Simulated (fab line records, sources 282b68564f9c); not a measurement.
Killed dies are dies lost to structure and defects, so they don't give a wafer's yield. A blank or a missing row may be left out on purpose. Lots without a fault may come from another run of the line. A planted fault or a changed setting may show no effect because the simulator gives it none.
Split-lot experiment | flow rit_cmos | 5 lots, 23 wafers read, on a route of 202 steps

THE SPLIT
At RIT_PSD_COAT_01 (resist thk 1000 nm), the setting resist_thk_nm was moved away from the recipe's 1000 nm on 8 of the 23 wafers read, by -3.5% to -1.5%. The other wafers ran this setting at the recipe's value.

FROM THE SPLIT TO THE READING: what the file shows between them, 3 steps
- RIT_PSD_SOFTBAKE_02: time 62.31 s
- RIT_PSD_EXPOSE_03: exposes mask M10, target cd 40900 nm
- RIT_PSD_DEVELOP_05: develop time 50 s

THE READING
NOVOLAK_of_PSD_COAT_01.thk_nm (the simulator's own value, which no gauge read), in nm, at RIT_PSD_HARDBAKE_07 (time 60 s). The file gives no usual value for it. The 15 wafers here that ran the recipe average 880.3 nm, standard deviation 2.3 nm.

wafer  | tool, chamber at the split | resist_thk_nm as run, nm | against the recipe | NOVOLAK_of_PSD_COAT_01.thk_nm, nm | against lot-mates on the recipe
L074.1 | litho_track-01, 0          | 984.8                    | -1.5%              | 867.2                             | -12.7
L074.2 | litho_track-01, 0          | 1000                     | recipe             | 879.3                             | -
L074.4 | litho_track-01, 0          | 984.8                    | -1.5%              | 867.5                             | -12.4
L074.5 | litho_track-01, 0          | 1000                     | recipe             | 880.5                             | -
L074.6 | litho_track-01, 0          | 984.8                    | -1.5%              | 869.7                             | -10.2
L076.1 | litho_track-02, 0          | 1000                     | recipe             | 878.6                             | -
L076.3 | litho_track-02, 0          | 1000                     | recipe             | 879.2                             | -
L076.4 | litho_track-02, 0          | 1000                     | recipe             | 878.4                             | -
L076.5 | litho_track-02, 0          | 1000                     | recipe             | 879.4                             | -
L076.6 | litho_track-02, 0          | 1000                     | recipe             | 879                               | -
L077.1 | litho_track-01, 0          | 1000                     | recipe             | 883                               | -
L077.2 | litho_track-01, 0          | 1000                     | recipe             | 883.9                             | -
L077.3 | litho_track-01, 0          | 965.1                    | -3.5%              | 851.7                             | -32.1
L077.5 | litho_track-01, 0          | 1000                     | recipe             | 884.5                             | -
L077.6 | litho_track-01, 0          | 965.1                    | -3.5%              | 851.8                             | -32.0
L079.1 | litho_track-01, 0          | 1000                     | recipe             | 877.2                             | -
L079.2 | litho_track-01, 0          | 1000                     | recipe             | 880.1                             | -
L079.4 | litho_track-01, 0          | 1000                     | recipe             | 876.8                             | -
L084.1 | litho_track-01, 0          | 984.3                    | -1.6%              | 870                               | -12.5
L084.2 | litho_track-01, 0          | 984.3                    | -1.6%              | 870.2                             | -12.3
L084.4 | litho_track-01, 0          | 984.3                    | -1.6%              | 870.2                             | -12.3
L084.3 | litho_track-01, 0          | 1000                     | recipe             | 883.1                             | -
L084.5 | litho_track-01, 0          | 1000                     | recipe             | 881.9                             | -

THE FIT
A straight line over all 23 wafers: NOVOLAK_of_PSD_COAT_01.thk_nm changes by +7.91 nm for each +1% of resist_thk_nm; r = +0.97; the points scatter about the line by 2.2 nm.
The same after taking each lot's own level away (the mean of its wafers on the recipe; 23 wafers): +8.79 nm for each +1%; r = +0.99; scatter 1.2 nm.
On that fit, the largest move of resist_thk_nm shifts the reading by 31 nm.
The lots' own levels span 878.03 to 883.80 nm, that is 2.5 times the standard deviation above.
So the lot-to-lot level changes the slope: the two fits differ.
Check: with one of the wafers moved furthest among these (-3.5%) left out of the fit, the line predicts -29.6 nm for it against its lot-mates. It came out at -32.1 nm against them.

OTHER SPLITS ON THESE WAFERS
These wafers also went through other splits before the reading. Each is held against what the fit with the lots' levels taken away leaves over:
other split on the same wafers | wafers away from the commonest value | r with NOVOLAK_of_PSD_COAT_01.thk_nm (lot level and that fit taken away)
RIT_PLDD_IMPLANT_08 dose_cm2   | 7                                    | +0.15
RIT_SPACER_ETCHBACK_05 time_s  | 10                                   | +0.17

THE WHOLE CHAIN: every reading that the file lists as answering this split, in the file's order
step                | what it does       | reading                                                                        | change (the file's fit)              | r (the file's)
RIT_PSD_COAT_01     | resist thk 1000 nm | NOVOLAK_of_PSD_COAT_01.thk_nm (the simulator's own value, which no gauge read) | +10 nm for each +1% of the setting   | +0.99
RIT_PSD_HARDBAKE_07 | time 60 s          | NOVOLAK_of_PSD_COAT_01.thk_nm (the simulator's own value, which no gauge read) | +8.79 nm for each +1% of the setting | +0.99

THE FILE'S OWN FIT
NOVOLAK_of_PSD_COAT_01.thk_nm changes by +8.79 nm for each +1% of resist_thk_nm, r = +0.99.
